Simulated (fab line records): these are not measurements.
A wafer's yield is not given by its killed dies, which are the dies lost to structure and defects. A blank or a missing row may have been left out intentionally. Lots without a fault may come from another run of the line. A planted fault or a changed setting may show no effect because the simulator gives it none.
fab line records :: flow berkeleyCmos170
record
  lots=15
  wafers=45
  lastDay=11
route steps=331 shown PWELL@47 GATE@139 NLDD@159 NSD@197
lots that met no fault: from a run of the same line without faults
startH: hours from the record's first day to the start of the lot's first wafer shown :: waitH: time in hours since the lot's previous step :: " identical to the entry in the row above :: L1.1+2: a single row standing in for several wafers :: - either no value or no given start :: * or withheld: withheld :: < > ~ a bound
route shown NAME@n: NAME is a module with steps in the file, n the number in the route of the first one :: usual: mean/standard deviation of fault-free wafers :: same: alike in all rows :: chamber/n: place in a boat :: sites: the reading at each site :: _std_site: their standard deviation :: _edge_site: outer sites' mean less inner sites' :: radiusMm: how far each site lies from the wafer's centre :: mask NAME#n: copy n :: behind: the tool/chamber that last shaped the wafer :: hold: reason for holding the lot/hours on hold/outcome of the hold :: device: names the non-switching transistor (n, p or np) :: end of line: tests of these same wafers at the route's end :: where a step has no rows: the recipe by itself :: killed: dies lost to structure and defects at the first sort, not the wafer's yield :: map: per-die view of a wafer (x killed, . not killed, _ where there is no die)
set.NAME: the setting as run; set.NAME@STEP: as run at that earlier step :: model.NAME: the simulator's own value behind a step, which no gauge read
steps of the route over a sample of lots; a table a step, a row a wafer
## steps
# step UCB170_PWELL_OVL_MEAS_13
# usual
  PWELL_OVL=-6/5.7
lot.wafer: L830.1
tool: overlay-01
chamber: -
startH: 48.69
waitH: -
PWELL_OVL[nm]: -11

lot.wafer: L830.3
tool: overlay-01
chamber: -
startH: 48.69
waitH: -
PWELL_OVL[nm]: -4

lot.wafer: L830.6
tool: overlay-01
chamber: -
startH: 48.69
waitH: -
PWELL_OVL[nm]: -17

lot.wafer: L831.1
tool: overlay-01
chamber: -
startH: 49.11
waitH: -
PWELL_OVL[nm]: -3

lot.wafer: L831.2
tool: overlay-01
chamber: -
startH: 49.11
waitH: -
PWELL_OVL[nm]: -8

lot.wafer: L831.3
tool: overlay-01
chamber: -
startH: 49.11
waitH: -
PWELL_OVL[nm]: -7

lot.wafer: L833.1
tool: overlay-02
chamber: -
startH: 65.84
waitH: -
PWELL_OVL[nm]: 1

lot.wafer: L833.3
tool: overlay-02
chamber: -
startH: 65.84
waitH: -
PWELL_OVL[nm]: -1

lot.wafer: L833.6
tool: overlay-02
chamber: -
startH: 65.84
waitH: -
PWELL_OVL[nm]: -4

lot.wafer: L834.1
tool: overlay-01
chamber: -
startH: 66.08
waitH: -
PWELL_OVL[nm]: -11

lot.wafer: L834.4
tool: overlay-01
chamber: -
startH: 66.08
waitH: -
PWELL_OVL[nm]: -15

lot.wafer: L834.5
tool: overlay-01
chamber: -
startH: 66.08
waitH: -
PWELL_OVL[nm]: -9

lot.wafer: L835.1
tool: overlay-01
chamber: -
startH: 78.85
waitH: -
PWELL_OVL[nm]: -5

lot.wafer: L835.2
tool: overlay-01
chamber: -
startH: 78.85
waitH: -
PWELL_OVL[nm]: -3

lot.wafer: L835.3
tool: overlay-01
chamber: -
startH: 78.85
waitH: -
PWELL_OVL[nm]: -9

lot.wafer: L836.1
tool: overlay-01
chamber: -
startH: 79.13
waitH: -
PWELL_OVL[nm]: 3

lot.wafer: L836.3
tool: overlay-01
chamber: -
startH: 79.13
waitH: -
PWELL_OVL[nm]: -3

lot.wafer: L836.4
tool: overlay-01
chamber: -
startH: 79.13
waitH: -
PWELL_OVL[nm]: -11

lot.wafer: L839.1
tool: overlay-02
chamber: -
startH: 99.89
waitH: -
PWELL_OVL[nm]: 3

lot.wafer: L839.3
tool: overlay-02
chamber: -
startH: 99.89
waitH: -
PWELL_OVL[nm]: 0

lot.wafer: L839.5
tool: overlay-02
chamber: -
startH: 99.89
waitH: -
PWELL_OVL[nm]: 3

lot.wafer: L841.1
tool: overlay-02
chamber: -
startH: 103.50
waitH: -
PWELL_OVL[nm]: 0

lot.wafer: L841.3
tool: overlay-02
chamber: -
startH: 103.50
waitH: -
PWELL_OVL[nm]: -2

lot.wafer: L841.4
tool: overlay-02
chamber: -
startH: 103.50
waitH: -
PWELL_OVL[nm]: -2

lot.wafer: L840.1
tool: overlay-02
chamber: -
startH: 103.74
waitH: -
PWELL_OVL[nm]: -6

lot.wafer: L840.2
tool: overlay-02
chamber: -
startH: 103.74
waitH: -
PWELL_OVL[nm]: -16

lot.wafer: L840.5
tool: overlay-02
chamber: -
startH: 103.74
waitH: -
PWELL_OVL[nm]: -5

lot.wafer: L842.3
tool: overlay-02
chamber: -
startH: 114.61
waitH: -
PWELL_OVL[nm]: -7

lot.wafer: L842.4
tool: overlay-02
chamber: -
startH: 114.61
waitH: -
PWELL_OVL[nm]: 0

lot.wafer: L842.6
tool: overlay-02
chamber: -
startH: 114.61
waitH: -
PWELL_OVL[nm]: -7

lot.wafer: L843.2
tool: overlay-01
chamber: -
startH: 122.65
waitH: -
PWELL_OVL[nm]: -10

lot.wafer: L843.5
tool: overlay-01
chamber: -
startH: 122.65
waitH: -
PWELL_OVL[nm]: -6

lot.wafer: L843.6
tool: overlay-01
chamber: -
startH: 122.65
waitH: -
PWELL_OVL[nm]: -14

lot.wafer: L844.4
tool: overlay-02
chamber: -
startH: 122.94
waitH: -
PWELL_OVL[nm]: 3

lot.wafer: L844.5
tool: overlay-02
chamber: -
startH: 122.94
waitH: -
PWELL_OVL[nm]: 0

lot.wafer: L844.6
tool: overlay-02
chamber: -
startH: 122.94
waitH: -
PWELL_OVL[nm]: -1

lot.wafer: L846.2
tool: overlay-01
chamber: -
startH: 133.74
waitH: -
PWELL_OVL[nm]: -10

lot.wafer: L846.4
tool: overlay-01
chamber: -
startH: 133.74
waitH: -
PWELL_OVL[nm]: -10

lot.wafer: L846.6
tool: overlay-01
chamber: -
startH: 133.74
waitH: -
PWELL_OVL[nm]: -1

lot.wafer: L847.1
tool: overlay-02
chamber: -
startH: 140.23
waitH: -
PWELL_OVL[nm]: -14

lot.wafer: L847.3
tool: overlay-02
chamber: -
startH: 140.23
waitH: -
PWELL_OVL[nm]: -5

lot.wafer: L847.5
tool: overlay-02
chamber: -
startH: 140.23
waitH: -
PWELL_OVL[nm]: -7

lot.wafer: L853.1
tool: overlay-01
chamber: -
startH: 165.93
waitH: -
PWELL_OVL[nm]: -3

lot.wafer: L853.2
tool: overlay-01
chamber: -
startH: 165.93
waitH: -
PWELL_OVL[nm]: -4

lot.wafer: L853.4
tool: overlay-01
chamber: -
startH: 165.93
waitH: -
PWELL_OVL[nm]: -7
# step UCB170_GATE_OVL_MEAS_13
# usual
  GATE_OVL=-6/5.8
lot.wafer: L831.1
tool: overlay-01
chamber: -
startH: 124.42
waitH: 0.1
GATE_OVL[nm]: 2

lot.wafer: L831.2
tool: overlay-01
chamber: -
startH: 124.42
waitH: 0.1
GATE_OVL[nm]: -2

lot.wafer: L831.3
tool: overlay-01
chamber: -
startH: 124.42
waitH: 0.1
GATE_OVL[nm]: -5

lot.wafer: L830.1
tool: overlay-02
chamber: -
startH: 124.78
waitH: 0.1
GATE_OVL[nm]: -5

lot.wafer: L830.3
tool: overlay-02
chamber: -
startH: 124.78
waitH: 0.1
GATE_OVL[nm]: -4

lot.wafer: L830.6
tool: overlay-02
chamber: -
startH: 124.78
waitH: 0.1
GATE_OVL[nm]: -11

lot.wafer: L833.1
tool: overlay-02
chamber: -
startH: 146.86
waitH: 0.1
GATE_OVL[nm]: -3

lot.wafer: L833.3
tool: overlay-02
chamber: -
startH: 146.86
waitH: 0.1
GATE_OVL[nm]: -6

lot.wafer: L833.6
tool: overlay-02
chamber: -
startH: 146.86
waitH: 0.1
GATE_OVL[nm]: -2

lot.wafer: L834.1
tool: overlay-01
chamber: -
startH: 147.10
waitH: 0.1
GATE_OVL[nm]: 0

lot.wafer: L834.4
tool: overlay-01
chamber: -
startH: 147.10
waitH: 0.1
GATE_OVL[nm]: -11

lot.wafer: L834.5
tool: overlay-01
chamber: -
startH: 147.10
waitH: 0.1
GATE_OVL[nm]: -2

lot.wafer: L835.1
tool: overlay-02
chamber: -
startH: 161.45
waitH: 0.1
GATE_OVL[nm]: -7

lot.wafer: L835.2
tool: overlay-02
chamber: -
startH: 161.45
waitH: 0.1
GATE_OVL[nm]: -4

lot.wafer: L835.3
tool: overlay-02
chamber: -
startH: 161.45
waitH: 0.1
GATE_OVL[nm]: 1

lot.wafer: L836.1
tool: overlay-02
chamber: -
startH: 161.98
waitH: 0.1
GATE_OVL[nm]: -9

lot.wafer: L836.3
tool: overlay-02
chamber: -
startH: 161.98
waitH: 0.1
GATE_OVL[nm]: -11

lot.wafer: L836.4
tool: overlay-02
chamber: -
startH: 161.98
waitH: 0.1
GATE_OVL[nm]: -10

lot.wafer: L841.1
tool: overlay-02
chamber: -
startH: 175.84
waitH: 0.1
GATE_OVL[nm]: -6

lot.wafer: L841.3
tool: overlay-02
chamber: -
startH: 175.84
waitH: 0.1
GATE_OVL[nm]: -3

lot.wafer: L841.4
tool: overlay-02
chamber: -
startH: 175.84
waitH: 0.1
GATE_OVL[nm]: -11

lot.wafer: L840.1
tool: overlay-01
chamber: -
startH: 176.08
waitH: 0.1
GATE_OVL[nm]: 4

lot.wafer: L840.2
tool: overlay-01
chamber: -
startH: 176.08
waitH: 0.1
GATE_OVL[nm]: -6

lot.wafer: L840.5
tool: overlay-01
chamber: -
startH: 176.08
waitH: 0.1
GATE_OVL[nm]: 3

lot.wafer: L839.1
tool: overlay-02
chamber: -
startH: 176.20
waitH: 0.1
GATE_OVL[nm]: 6

lot.wafer: L839.3
tool: overlay-02
chamber: -
startH: 176.20
waitH: 0.1
GATE_OVL[nm]: 6

lot.wafer: L839.5
tool: overlay-02
chamber: -
startH: 176.20
waitH: 0.1
GATE_OVL[nm]: 14

lot.wafer: L842.3
tool: overlay-02
chamber: -
startH: 191.18
waitH: 0.1
GATE_OVL[nm]: -11

lot.wafer: L842.4
tool: overlay-02
chamber: -
startH: 191.18
waitH: 0.1
GATE_OVL[nm]: -7

lot.wafer: L842.6
tool: overlay-02
chamber: -
startH: 191.18
waitH: 0.1
GATE_OVL[nm]: -2

lot.wafer: L843.2
tool: overlay-01
chamber: -
startH: 200.54
waitH: 0.1
GATE_OVL[nm]: -12

lot.wafer: L843.5
tool: overlay-01
chamber: -
startH: 200.54
waitH: 0.1
GATE_OVL[nm]: -11

lot.wafer: L843.6
tool: overlay-01
chamber: -
startH: 200.54
waitH: 0.1
GATE_OVL[nm]: -12

lot.wafer: L846.2
tool: overlay-02
chamber: -
startH: 200.80
waitH: 0.1
GATE_OVL[nm]: -3

lot.wafer: L846.4
tool: overlay-02
chamber: -
startH: 200.80
waitH: 0.1
GATE_OVL[nm]: -3

lot.wafer: L846.6
tool: overlay-02
chamber: -
startH: 200.80
waitH: 0.1
GATE_OVL[nm]: 0

lot.wafer: L844.4
tool: overlay-01
chamber: -
startH: 201.06
waitH: 0.1
GATE_OVL[nm]: -16

lot.wafer: L844.5
tool: overlay-01
chamber: -
startH: 201.06
waitH: 0.1
GATE_OVL[nm]: -12

lot.wafer: L844.6
tool: overlay-01
chamber: -
startH: 201.06
waitH: 0.1
GATE_OVL[nm]: -21

lot.wafer: L847.1
tool: overlay-01
chamber: -
startH: 208.32
waitH: 0.1
GATE_OVL[nm]: -12

lot.wafer: L847.3
tool: overlay-01
chamber: -
startH: 208.32
waitH: 0.1
GATE_OVL[nm]: -8

lot.wafer: L847.5
tool: overlay-01
chamber: -
startH: 208.32
waitH: 0.1
GATE_OVL[nm]: -17

lot.wafer: L853.1
tool: overlay-01
chamber: -
startH: 226.37
waitH: 0.1
GATE_OVL[nm]: -11

lot.wafer: L853.2
tool: overlay-01
chamber: -
startH: 226.37
waitH: 0.1
GATE_OVL[nm]: -4

lot.wafer: L853.4
tool: overlay-01
chamber: -
startH: 226.37
waitH: 0.1
GATE_OVL[nm]: 2
# step UCB170_NLDD_COAT_01
# recipe
  resist=KrF
  spinRpm=1500
  resistThkNm=900
# usual
  chillPlateTempC=22.98/0.12
  dispensePressureKPa=52/3.3
lot.wafer: L831.1
tool: lithoTrack-03
chamber: 0
startH: 126.88
waitH: 0.1
chillPlateTempC: 23.00
dispensePressureKPa: 52

lot.wafer: L831.2
tool: lithoTrack-03
chamber: 0
startH: 126.88
waitH: 0.1
chillPlateTempC: 23.11
dispensePressureKPa: 52

lot.wafer: L831.3
tool: lithoTrack-03
chamber: 0
startH: 126.88
waitH: 0.1
chillPlateTempC: 22.91
dispensePressureKPa: 52

lot.wafer: L830.1
tool: lithoTrack-03
chamber: 0
startH: 127.69
waitH: 0.1
chillPlateTempC: 22.90
dispensePressureKPa: 52

lot.wafer: L830.3
tool: lithoTrack-03
chamber: 0
startH: 127.69
waitH: 0.1
chillPlateTempC: 22.82
dispensePressureKPa: 52

lot.wafer: L830.6
tool: lithoTrack-03
chamber: 0
startH: 127.69
waitH: 0.1
chillPlateTempC: 22.87
dispensePressureKPa: 52

lot.wafer: L833.1
tool: lithoTrack-04
chamber: 0
startH: 149.78
waitH: 0.1
chillPlateTempC: 22.97
dispensePressureKPa: 56

lot.wafer: L833.3
tool: lithoTrack-04
chamber: 0
startH: 149.78
waitH: 0.1
chillPlateTempC: 23.04
dispensePressureKPa: 56

lot.wafer: L833.6
tool: lithoTrack-04
chamber: 0
startH: 149.78
waitH: 0.1
chillPlateTempC: 23.11
dispensePressureKPa: 56

lot.wafer: L834.1
tool: lithoTrack-01
chamber: 0
startH: 150.42
waitH: 0.1
chillPlateTempC: 23.02
dispensePressureKPa: 46

lot.wafer: L834.4
tool: lithoTrack-01
chamber: 0
startH: 150.42
waitH: 0.1
chillPlateTempC: 22.95
dispensePressureKPa: 46

lot.wafer: L834.5
tool: lithoTrack-01
chamber: 0
startH: 150.42
waitH: 0.1
chillPlateTempC: 22.94
dispensePressureKPa: 46

lot.wafer: L835.1
tool: lithoTrack-04
chamber: 0
startH: 165.07
waitH: 0.1
chillPlateTempC: 23.11
dispensePressureKPa: 56

lot.wafer: L835.2
tool: lithoTrack-04
chamber: 0
startH: 165.07
waitH: 0.1
chillPlateTempC: 22.90
dispensePressureKPa: 56

lot.wafer: L835.3
tool: lithoTrack-04
chamber: 0
startH: 165.07
waitH: 0.1
chillPlateTempC: 22.95
dispensePressureKPa: 56

lot.wafer: L836.1
tool: lithoTrack-04
chamber: 0
startH: 165.52
waitH: 0.1
chillPlateTempC: 22.91
dispensePressureKPa: 56

lot.wafer: L836.3
tool: lithoTrack-04
chamber: 0
startH: 165.52
waitH: 0.1
chillPlateTempC: 22.78
dispensePressureKPa: 56

lot.wafer: L836.4
tool: lithoTrack-04
chamber: 0
startH: 165.52
waitH: 0.1
chillPlateTempC: 22.87
dispensePressureKPa: 56

lot.wafer: L841.1
tool: lithoTrack-04
chamber: 0
startH: 178.91
waitH: 0.1
chillPlateTempC: 22.96
dispensePressureKPa: 56

lot.wafer: L841.3
tool: lithoTrack-04
chamber: 0
startH: 178.91
waitH: 0.1
chillPlateTempC: 22.99
dispensePressureKPa: 56

lot.wafer: L841.4
tool: lithoTrack-04
chamber: 0
startH: 178.91
waitH: 0.1
chillPlateTempC: 23.05
dispensePressureKPa: 56

lot.wafer: L840.1
tool: lithoTrack-03
chamber: 0
startH: 179.16
waitH: 0.1
chillPlateTempC: 23.04
dispensePressureKPa: 52

lot.wafer: L840.2
tool: lithoTrack-03
chamber: 0
startH: 179.16
waitH: 0.1
chillPlateTempC: 23.12
dispensePressureKPa: 52

lot.wafer: L840.5
tool: lithoTrack-03
chamber: 0
startH: 179.16
waitH: 0.1
chillPlateTempC: 23.06
dispensePressureKPa: 52

lot.wafer: L839.1
tool: lithoTrack-01
chamber: 0
startH: 179.39
waitH: 0.1
chillPlateTempC: 22.86
dispensePressureKPa: 46

lot.wafer: L839.3
tool: lithoTrack-01
chamber: 0
startH: 179.39
waitH: 0.1
chillPlateTempC: 22.79
dispensePressureKPa: 46

lot.wafer: L839.5
tool: lithoTrack-01
chamber: 0
startH: 179.39
waitH: 0.1
chillPlateTempC: 22.85
dispensePressureKPa: 46

lot.wafer: L842.3
tool: lithoTrack-03
chamber: 0
startH: 193.94
waitH: 0.1
chillPlateTempC: 22.73
dispensePressureKPa: 52

lot.wafer: L842.4
tool: lithoTrack-03
chamber: 0
startH: 193.94
waitH: 0.1
chillPlateTempC: 22.73
dispensePressureKPa: 52

lot.wafer: L842.6
tool: lithoTrack-03
chamber: 0
startH: 193.94
waitH: 0.1
chillPlateTempC: 22.90
dispensePressureKPa: 52

lot.wafer: L843.2
tool: lithoTrack-01
chamber: -
startH: 206.21
waitH: 0.1
chillPlateTempC: -
dispensePressureKPa: -

lot.wafer: L843.5
tool: lithoTrack-01
chamber: -
startH: 206.21
waitH: 0.1
chillPlateTempC: -
dispensePressureKPa: -

lot.wafer: L843.6
tool: lithoTrack-01
chamber: -
startH: 206.21
waitH: 0.1
chillPlateTempC: -
dispensePressureKPa: -

lot.wafer: L846.2
tool: lithoTrack-04
chamber: -
startH: 206.39
waitH: 0.1
chillPlateTempC: -
dispensePressureKPa: -

lot.wafer: L846.4
tool: lithoTrack-04
chamber: -
startH: 206.39
waitH: 0.1
chillPlateTempC: -
dispensePressureKPa: -

lot.wafer: L846.6
tool: lithoTrack-04
chamber: -
startH: 206.39
waitH: 0.1
chillPlateTempC: -
dispensePressureKPa: -

lot.wafer: L844.4
tool: lithoTrack-01
chamber: -
startH: 206.81
waitH: 0.1
chillPlateTempC: -
dispensePressureKPa: -

lot.wafer: L844.5
tool: lithoTrack-01
chamber: -
startH: 206.81
waitH: 0.1
chillPlateTempC: -
dispensePressureKPa: -

lot.wafer: L844.6
tool: lithoTrack-01
chamber: -
startH: 206.81
waitH: 0.1
chillPlateTempC: -
dispensePressureKPa: -

lot.wafer: L847.1
tool: lithoTrack-03
chamber: 0
startH: 211.78
waitH: 0.1
chillPlateTempC: 23.01
dispensePressureKPa: 52

lot.wafer: L847.3
tool: lithoTrack-03
chamber: 0
startH: 211.78
waitH: 0.1
chillPlateTempC: 22.91
dispensePressureKPa: 52

lot.wafer: L847.5
tool: lithoTrack-03
chamber: 0
startH: 211.78
waitH: 0.1
chillPlateTempC: 23.04
dispensePressureKPa: 52

lot.wafer: L853.1
tool: lithoTrack-03
chamber: 0
startH: 230.61
waitH: 0.1
chillPlateTempC: 22.89
dispensePressureKPa: 52

lot.wafer: L853.2
tool: lithoTrack-03
chamber: 0
startH: 230.61
waitH: 0.1
chillPlateTempC: 22.91
dispensePressureKPa: 52

lot.wafer: L853.4
tool: lithoTrack-03
chamber: 0
startH: 230.61
waitH: 0.1
chillPlateTempC: 22.93
dispensePressureKPa: 52
# step UCB170_NLDD_CD_MEAS_06
# recipe
  targetCdNm=1200
# usual
  cdNm=1200.1/1.4
lot.wafer: L831.1
tool: cdSem-01
chamber: -
startH: 127.73
waitH: -
cdNm: 1200.9

lot.wafer: L831.2
tool: cdSem-01
chamber: -
startH: 127.73
waitH: -
cdNm: 1200.9

lot.wafer: L831.3
tool: cdSem-01
chamber: -
startH: 127.73
waitH: -
cdNm: 1202.5

lot.wafer: L830.1
tool: cdSem-01
chamber: -
startH: 128.51
waitH: -
cdNm: 1201.6

lot.wafer: L830.3
tool: cdSem-01
chamber: -
startH: 128.51
waitH: -
cdNm: 1202.2

lot.wafer: L830.6
tool: cdSem-01
chamber: -
startH: 128.51
waitH: -
cdNm: 1203.0

lot.wafer: L833.1
tool: cdSem-01
chamber: -
startH: 150.80
waitH: -
cdNm: 1197.6

lot.wafer: L833.3
tool: cdSem-01
chamber: -
startH: 150.80
waitH: -
cdNm: 1198.3

lot.wafer: L833.6
tool: cdSem-01
chamber: -
startH: 150.80
waitH: -
cdNm: 1199.1

lot.wafer: L834.1
tool: cdSem-01
chamber: -
startH: 151.12
waitH: -
cdNm: 1199.6

lot.wafer: L834.4
tool: cdSem-01
chamber: -
startH: 151.12
waitH: -
cdNm: 1200.5

lot.wafer: L834.5
tool: cdSem-01
chamber: -
startH: 151.12
waitH: -
cdNm: 1199.5

lot.wafer: L835.1
tool: cdSem-02
chamber: -
startH: 166.01
waitH: -
cdNm: 1200.0

lot.wafer: L835.2
tool: cdSem-02
chamber: -
startH: 166.01
waitH: -
cdNm: 1200.8

lot.wafer: L835.3
tool: cdSem-02
chamber: -
startH: 166.01
waitH: -
cdNm: 1199.7

lot.wafer: L836.1
tool: cdSem-02
chamber: -
startH: 166.21
waitH: -
cdNm: 1200.1

lot.wafer: L836.3
tool: cdSem-02
chamber: -
startH: 166.21
waitH: -
cdNm: 1201.9

lot.wafer: L836.4
tool: cdSem-02
chamber: -
startH: 166.21
waitH: -
cdNm: 1198.5

lot.wafer: L841.1
tool: cdSem-01
chamber: -
startH: 180.01
waitH: -
cdNm: 1200.3

lot.wafer: L841.3
tool: cdSem-01
chamber: -
startH: 180.01
waitH: -
cdNm: 1201.1

lot.wafer: L841.4
tool: cdSem-01
chamber: -
startH: 180.01
waitH: -
cdNm: 1199.9

lot.wafer: L840.1
tool: cdSem-01
chamber: -
startH: 180.28
waitH: -
cdNm: 1200.7

lot.wafer: L840.2
tool: cdSem-01
chamber: -
startH: 180.28
waitH: -
cdNm: 1200.8

lot.wafer: L840.5
tool: cdSem-01
chamber: -
startH: 180.28
waitH: -
cdNm: 1199.9

lot.wafer: L839.1
tool: cdSem-01
chamber: -
startH: 180.56
waitH: -
cdNm: 1198.6

lot.wafer: L839.3
tool: cdSem-01
chamber: -
startH: 180.56
waitH: -
cdNm: 1199.0

lot.wafer: L839.5
tool: cdSem-01
chamber: -
startH: 180.56
waitH: -
cdNm: 1198.3

lot.wafer: L842.3
tool: cdSem-02
chamber: -
startH: 195.41
waitH: -
cdNm: 1201.2

lot.wafer: L842.4
tool: cdSem-02
chamber: -
startH: 195.41
waitH: -
cdNm: 1201.0

lot.wafer: L842.6
tool: cdSem-02
chamber: -
startH: 195.41
waitH: -
cdNm: 1201.6

lot.wafer: L843.2
tool: cdSem-02
chamber: -
startH: 206.96
waitH: -
cdNm: -

lot.wafer: L843.5
tool: cdSem-02
chamber: -
startH: 206.96
waitH: -
cdNm: -

lot.wafer: L843.6
tool: cdSem-02
chamber: -
startH: 206.96
waitH: -
cdNm: -

lot.wafer: L846.2
tool: cdSem-01
chamber: -
startH: 207.23
waitH: -
cdNm: -

lot.wafer: L846.4
tool: cdSem-01
chamber: -
startH: 207.23
waitH: -
cdNm: -

lot.wafer: L846.6
tool: cdSem-01
chamber: -
startH: 207.23
waitH: -
cdNm: -

lot.wafer: L844.4
tool: cdSem-02
chamber: -
startH: 207.62
waitH: -
cdNm: -

lot.wafer: L844.5
tool: cdSem-02
chamber: -
startH: 207.62
waitH: -
cdNm: -

lot.wafer: L844.6
tool: cdSem-02
chamber: -
startH: 207.62
waitH: -
cdNm: -

lot.wafer: L847.1
tool: cdSem-01
chamber: -
startH: 213.28
waitH: -
cdNm: 1201.3

lot.wafer: L847.3
tool: cdSem-01
chamber: -
startH: 213.28
waitH: -
cdNm: 1199.3

lot.wafer: L847.5
tool: cdSem-01
chamber: -
startH: 213.28
waitH: -
cdNm: 1200.8

lot.wafer: L853.1
tool: cdSem-01
chamber: -
startH: 231.46
waitH: -
cdNm: 1201.2

lot.wafer: L853.2
tool: cdSem-01
chamber: -
startH: 231.46
waitH: -
cdNm: 1200.2

lot.wafer: L853.4
tool: cdSem-01
chamber: -
startH: 231.46
waitH: -
cdNm: 1199.5
# step UCB170_NSD_TW_MEAS_10
# usual
  NSD_TW=4203/19
lot.wafer: L831.1
tool: filmMetro-01
chamber: -
startH: 137.92
waitH: 0.1
NSD_TW: 4181

lot.wafer: L831.2
tool: filmMetro-01
chamber: -
startH: 137.92
waitH: 0.1
NSD_TW: 4179

lot.wafer: L831.3
tool: filmMetro-01
chamber: -
startH: 137.92
waitH: 0.1
NSD_TW: 4161

lot.wafer: L830.1
tool: filmMetro-01
chamber: -
startH: 138.19
waitH: 0.1
NSD_TW: 4203

lot.wafer: L830.3
tool: filmMetro-01
chamber: -
startH: 138.19
waitH: 0.1
NSD_TW: 4185

lot.wafer: L830.6
tool: filmMetro-01
chamber: -
startH: 138.19
waitH: 0.1
NSD_TW: 4203

lot.wafer: L833.1
tool: filmMetro-01
chamber: -
startH: 160.46
waitH: 0.1
NSD_TW: 4208

lot.wafer: L833.3
tool: filmMetro-01
chamber: -
startH: 160.46
waitH: 0.1
NSD_TW: 4208

lot.wafer: L833.6
tool: filmMetro-01
chamber: -
startH: 160.46
waitH: 0.1
NSD_TW: 4215

lot.wafer: L834.1
tool: filmMetro-02
chamber: -
startH: 161.01
waitH: 0.1
NSD_TW: 4224

lot.wafer: L834.4
tool: filmMetro-02
chamber: -
startH: 161.01
waitH: 0.1
NSD_TW: 4214

lot.wafer: L834.5
tool: filmMetro-02
chamber: -
startH: 161.01
waitH: 0.1
NSD_TW: 4225

lot.wafer: L835.1
tool: filmMetro-01
chamber: -
startH: 173.66
waitH: 0.1
NSD_TW: 4191

lot.wafer: L835.2
tool: filmMetro-01
chamber: -
startH: 173.66
waitH: 0.1
NSD_TW: 4199

lot.wafer: L835.3
tool: filmMetro-01
chamber: -
startH: 173.66
waitH: 0.1
NSD_TW: 4168

lot.wafer: L836.1
tool: filmMetro-01
chamber: -
startH: 173.94
waitH: 0.1
NSD_TW: 4181

lot.wafer: L836.3
tool: filmMetro-01
chamber: -
startH: 173.94
waitH: 0.1
NSD_TW: 4191

lot.wafer: L836.4
tool: filmMetro-01
chamber: -
startH: 173.94
waitH: 0.1
NSD_TW: 4191

lot.wafer: L841.1
tool: filmMetro-04
chamber: -
startH: 188.13
waitH: 0.1
NSD_TW: 4213

lot.wafer: L841.3
tool: filmMetro-04
chamber: -
startH: 188.13
waitH: 0.1
NSD_TW: 4233

lot.wafer: L841.4
tool: filmMetro-04
chamber: -
startH: 188.13
waitH: 0.1
NSD_TW: 4198

lot.wafer: L840.1
tool: filmMetro-04
chamber: -
startH: 188.40
waitH: 0.1
NSD_TW: 4225

lot.wafer: L840.2
tool: filmMetro-04
chamber: -
startH: 188.40
waitH: 0.1
NSD_TW: 4242

lot.wafer: L840.5
tool: filmMetro-04
chamber: -
startH: 188.40
waitH: 0.1
NSD_TW: 4216

lot.wafer: L839.1
tool: filmMetro-02
chamber: -
startH: 189.51
waitH: 0.1
NSD_TW: 4228

lot.wafer: L839.3
tool: filmMetro-02
chamber: -
startH: 189.51
waitH: 0.1
NSD_TW: 4204

lot.wafer: L839.5
tool: filmMetro-02
chamber: -
startH: 189.51
waitH: 0.1
NSD_TW: 4189

lot.wafer: L842.3
tool: filmMetro-04
chamber: -
startH: 205.47
waitH: 0.1
NSD_TW: 4220

lot.wafer: L842.4
tool: filmMetro-04
chamber: -
startH: 205.47
waitH: 0.1
NSD_TW: 4207

lot.wafer: L842.6
tool: filmMetro-04
chamber: -
startH: 205.47
waitH: 0.1
NSD_TW: 4207

lot.wafer: L844.4
tool: filmMetro-02
chamber: -
startH: 216.09
waitH: 0.1
NSD_TW: 4212

lot.wafer: L844.5
tool: filmMetro-02
chamber: -
startH: 216.09
waitH: 0.1
NSD_TW: 4233

lot.wafer: L844.6
tool: filmMetro-02
chamber: -
startH: 216.09
waitH: 0.1
NSD_TW: 4208

lot.wafer: L843.2
tool: filmMetro-01
chamber: -
startH: 216.41
waitH: 0.1
NSD_TW: 4217

lot.wafer: L843.5
tool: filmMetro-01
chamber: -
startH: 216.41
waitH: 0.1
NSD_TW: 4215

lot.wafer: L843.6
tool: filmMetro-01
chamber: -
startH: 216.41
waitH: 0.1
NSD_TW: 4193

lot.wafer: L846.2
tool: filmMetro-02
chamber: -
startH: 216.69
waitH: 0.1
NSD_TW: 4233

lot.wafer: L846.4
tool: filmMetro-02
chamber: -
startH: 216.69
waitH: 0.1
NSD_TW: 4220

lot.wafer: L846.6
tool: filmMetro-02
chamber: -
startH: 216.69
waitH: 0.1
NSD_TW: 4223

lot.wafer: L847.1
tool: filmMetro-01
chamber: -
startH: 220.45
waitH: 0.1
NSD_TW: 4202

lot.wafer: L847.3
tool: filmMetro-01
chamber: -
startH: 220.45
waitH: 0.1
NSD_TW: 4194

lot.wafer: L847.5
tool: filmMetro-01
chamber: -
startH: 220.45
waitH: 0.1
NSD_TW: 4182

lot.wafer: L853.1
tool: filmMetro-01
chamber: -
startH: 241.61
waitH: 0.1
NSD_TW: 4170

lot.wafer: L853.2
tool: filmMetro-01
chamber: -
startH: 241.61
waitH: 0.1
NSD_TW: 4198

lot.wafer: L853.4
tool: filmMetro-01
chamber: -
startH: 241.61
waitH: 0.1
NSD_TW: 4178
## key
firstSign
  step=UCB170_NLDD_COAT_01
  reading=toolRecord
  direction=missing
effect
  step=UCB170_NLDD_CD_MEAS_06
  reading=cdNm
  direction=missing
metAt UCB170_NLDD_COAT_01
struckLots L843,L844,L846
sortLeftOut L843.2,L843.5,L843.6,L844.4,L844.5,L844.6,L846.2,L846.4,L846.6
testerLeftOut L843,L844,L846
notActingAt UCB170_PWELL_OVL_MEAS_13,UCB170_GATE_OVL_MEAS_13,UCB170_NSD_TW_MEAS_10
onsetBetween 179.39 206.21
fault
  kind=skippedStepWhole
  tool=lithoTrack-01,lithoTrack-04
  chamber=-
  onsetH=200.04
  steps=UCB170_NLDD_COAT_01
  scope=struckLotsOnly
# testerLeftOut: of these lots the tester's yield and bins aren't shown, on N5 and GAA mostly nor the transistor test; their killed dies are dies lost to structure and defects alone, not to doping, threshold or leakage, so they don't give the yield
# sortLeftOut: the simulated sort isn't trusted on such a fault, so these wafers' sort isn't shown, and their yield isn't known
